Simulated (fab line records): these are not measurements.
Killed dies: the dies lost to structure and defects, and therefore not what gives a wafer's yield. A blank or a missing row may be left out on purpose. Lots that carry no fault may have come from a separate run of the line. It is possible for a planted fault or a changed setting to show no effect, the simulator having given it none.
A struck lot beside a sound one + flow rit cmos + 27 steps out of a route of 202
Sound: these wafers, L626.1, L626.3, L626.4. Struck: wafer L633.5. (L633.4, L633.6 of the same lot were not struck and are left out.) The cause comes at the end.
For every step that has rows: the tool of each side, followed by ch and its chambers, followed by its first start. Under that, the readings that differ: sound wafers + struck wafers + difference of the means + sigmas: that difference in standard deviations of wafers without a fault.
alike: words and numbers the same on both sides, and readings whose means are apart by under 2 such deviations; not compared: readings that were withheld, readings missing a value for some wafer, numbers with overlapping values and no deviation given by the record, and bounds like >300 which may hide the same value.
Wherever a step has rows on one side only, a row that says differs or no value, or a row with sigmas, the two part there. When numbers do not overlap yet have no deviation, they are printed without sigmas and do not part them. Lack of a reading on every wafer of one side parts them only where that side has two or more wafers.

first, 4 steps without rows for these wafers: RIT_CONTACT_SOFTBAKE_04 (time 60 s); RIT_CONTACT_EXPOSE_05 (exposes mask M11, target cd 1000 nm); RIT_CONTACT_PEB_06; RIT_CONTACT_DEVELOP_07 (develop time 120 s).
RIT_CONTACT_CD_MEAS_08: the cd target is 1000 nm.
  sound: cd sem-02 at day 5 19:50; struck: cd sem-02 at day 7 08:21
| reading    | sound             | struck | difference | sigmas |
|------------|-------------------|--------|------------|--------|
| cd nm (nm) | 998.5 997.9 999.2 | 1003.0 | +4.5       | +2     |
RIT_CONTACT_OVL_MEAS_09:
  sound: overlay-02 at day 5 19:58; struck: overlay-01 at day 7 08:26
  alike: CONTACT_OVL
then, 1 step without rows for these wafers: RIT_CONTACT_HARDBAKE_10 (time 60 s).
RIT_CONTACT_ETCH_11: etches SiO2 in CHF3/CF4/Ar, stops on TiSi2, target depth 480 nm, time 320 s.
  sound on rie diel-03 ch 0,1,3, day 5 20:08; struck on rie diel-04 ch 0, day 7 08:36
| reading                | sound          | struck | difference | sigmas |
|------------------------|----------------|--------|------------|--------|
| throttle valve pct (%) | 8.97 9.05 8.87 | 8.64   | -0.32      | -2     |
  alike: cf4 flow sccm, drypump motor current A, oes product au
  not compared: rf hours counter h
RIT_CONTACT_STRIP_12: strips in O2, time 180 s.
  sound on plasma asher-03 ch 0,1, day 5 20:20; struck on plasma asher-04 ch 0, day 7 08:51
| reading                     | sound       | struck | difference | sigmas |
|-----------------------------|-------------|--------|------------|--------|
| drypump motor current A (A) | 6.3 6.3 5.8 | 5.4    | -0.7       | -2     |
  not compared: rf hours counter h
RIT_CONTACT_CD_MEAS_90: the cd target is 1000 nm.
  sound: cd sem-02 at day 5 20:31; struck: cd sem-02 at day 7 09:02
  alike: cd nm
then, 2 steps without rows for these wafers: RIT_CONTACT_CLEAN_13 (cleans in SC1, time 571.1 s); RIT_CONTACT_CLEAN_14 (cleans in SC2, time 600 s).
RIT_M1_SPUTTER_00: material Al, target thk 400 nm, time 500 s.
  sound: pvd sputter-01 at day 5 21:00; struck: pvd sputter-01 at day 7 09:26
| reading                               | sound                | struck | difference | sigmas |
|---------------------------------------|----------------------|--------|------------|--------|
| chamber pressure pa (Pa)              | 0.4006 0.4002 0.4005 | 0.3737 | -0.0267    | -31    |
| model.Al_of_M1_SPUTTER_00.thk nm (nm) | 400.4 399.6 401.8    | 398.5  | -2.1       |        |
  alike: throttle valve pct
RIT_M1_RS_MEAS_01: measurement is done with a four-point probe.
  sound: film metro-03 at day 5 21:17; struck: film metro-03 at day 7 09:47
  alike: M1_AL_RS
RIT_M1_THK_MEAS_02: measures by xrf.
  sound: film metro-03 at day 5 21:25; struck: film metro-03 at day 7 09:53
  alike: M1_AL_THK
then, 6 steps without rows for these wafers: RIT_M1_HMDS_03 (prime time 60 s); RIT_M1_COAT_04 (resist thk 1300 nm); RIT_M1_SOFTBAKE_05 (time 60 s); RIT_M1_EXPOSE_06 (exposes mask M12, target cd 2600 nm); RIT_M1_PEB_07; RIT_M1_DEVELOP_08 (develop time 68 s).
RIT_M1_CD_MEAS_09: the cd target is 2600 nm.
  sound: cd sem-02 at day 5 22:21; struck: cd sem-02 at day 7 10:51
  alike: cd nm
RIT_M1_OVL_MEAS_10:
  sound: overlay-01 at day 5 22:28; struck: overlay-01 at day 7 10:56
  alike: M1_OVL
then, 1 step without rows for these wafers: RIT_M1_HARDBAKE_11 (time 120 s).
RIT_M1_METAL_ETCH_12: etches Al in Cl2/BCl3, stops on SiO2, time 171.1 s, target depth 600 nm.
  sound on rie metal-03 ch 0,1, day 5 22:46; struck on rie metal-04 ch 0, day 7 11:15
| reading                        | sound             | struck | difference | sigmas |
|--------------------------------|-------------------|--------|------------|--------|
| model.M1.feature depth nm (nm) | 433.8 433.2 435.1 | 432.5  | -1.5       |        |
| model.etch.depth nm (nm)       | 400.4 399.6 401.8 | 398.5  | -2.1       |        |
  alike: drypump motor current A, oes product au, throttle valve pct
  not compared: rf hours counter h
then, 1 step without rows for these wafers: RIT_M1_STRIP_13 (strips in nmp, time 600 s).
RIT_M1_PROBE_99:
  sound: prober-02 at day 6 01:02; struck: prober-01 at day 7 13:39
| reading               | sound       | struck | difference | sigmas |
|-----------------------|-------------|--------|------------|--------|
| killed open           | 6 8 3       | 1      | -5         | -2     |
| sort_bin_6_memory (%) | 1.9 1.5 0.8 | 0      | -1         | -2     |
  alike: defect limited yield, killed at contacts, killed at front end, killed dies, killed short, sort_bin_3_pad_short, sort_bin_5_function, sort n pass, sort yield pct

## WHERE THEY PART
At RIT_CONTACT_CD_MEAS_08 first; at RIT_M1_PROBE_99 last (within this record only).

WHY: what the simulator had put in
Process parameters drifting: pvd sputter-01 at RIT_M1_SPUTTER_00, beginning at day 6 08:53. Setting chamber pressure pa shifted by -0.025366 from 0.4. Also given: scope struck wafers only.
